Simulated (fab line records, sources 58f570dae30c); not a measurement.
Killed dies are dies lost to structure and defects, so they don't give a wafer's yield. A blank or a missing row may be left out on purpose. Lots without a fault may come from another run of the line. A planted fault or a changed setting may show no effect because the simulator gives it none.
Which tool did it? | flow berkeley_cmos170 | 6 lots, 18 wafers sampled, at 1 step of a route of 331

WHAT THE GAUGES READ, wafer by wafer
UCB170_PWELL_THK_MEAS_03.
lot  | measured    | on            | PWELL_OXIDE_THK (nm)
L526 | day 3 09:19 | film_metro-04 | 25.5 25.8 26.1
L529 | day 4 09:11 | film_metro-04 | 26.8 27.3 26.8
L535 | day 5 17:50 | film_metro-03 | 25.8 25.6 26.2
L537 | day 6 00:16 | film_metro-02 | 27.1 27.1 27.6
L540 | day 6 09:38 | film_metro-02 | 26.0 26.3 25.9
L544 | day 7 06:41 | film_metro-04 | 26.8 26.7 26.7

WHICH TOOL RAN EACH LOT (tool, then ch and the chambers of the sampled wafers, then the start)
The record holds no process step before these readings.

THE ANSWER, worked out from the rows above alone
Rule: what is usual is taken from the lots themselves. Put in order of their means at a reading, lots are off if they are a third of the lots or fewer, leave a main group of 4 or more, and stand apart from it by a gap of 3 or more times the standard deviation of the main group's means; of several such gaps the widest counts. A main group whose means are all the same, to the digits that the tables above print for the reading, isn't used. A lot without any number at a reading at which 4 lots or more have one is off too. The other lots that the step has rows for count as sound.
No lot is off at any reading shown: from this, nothing can be told.

WHAT THE SIMULATOR HAD PUT IN
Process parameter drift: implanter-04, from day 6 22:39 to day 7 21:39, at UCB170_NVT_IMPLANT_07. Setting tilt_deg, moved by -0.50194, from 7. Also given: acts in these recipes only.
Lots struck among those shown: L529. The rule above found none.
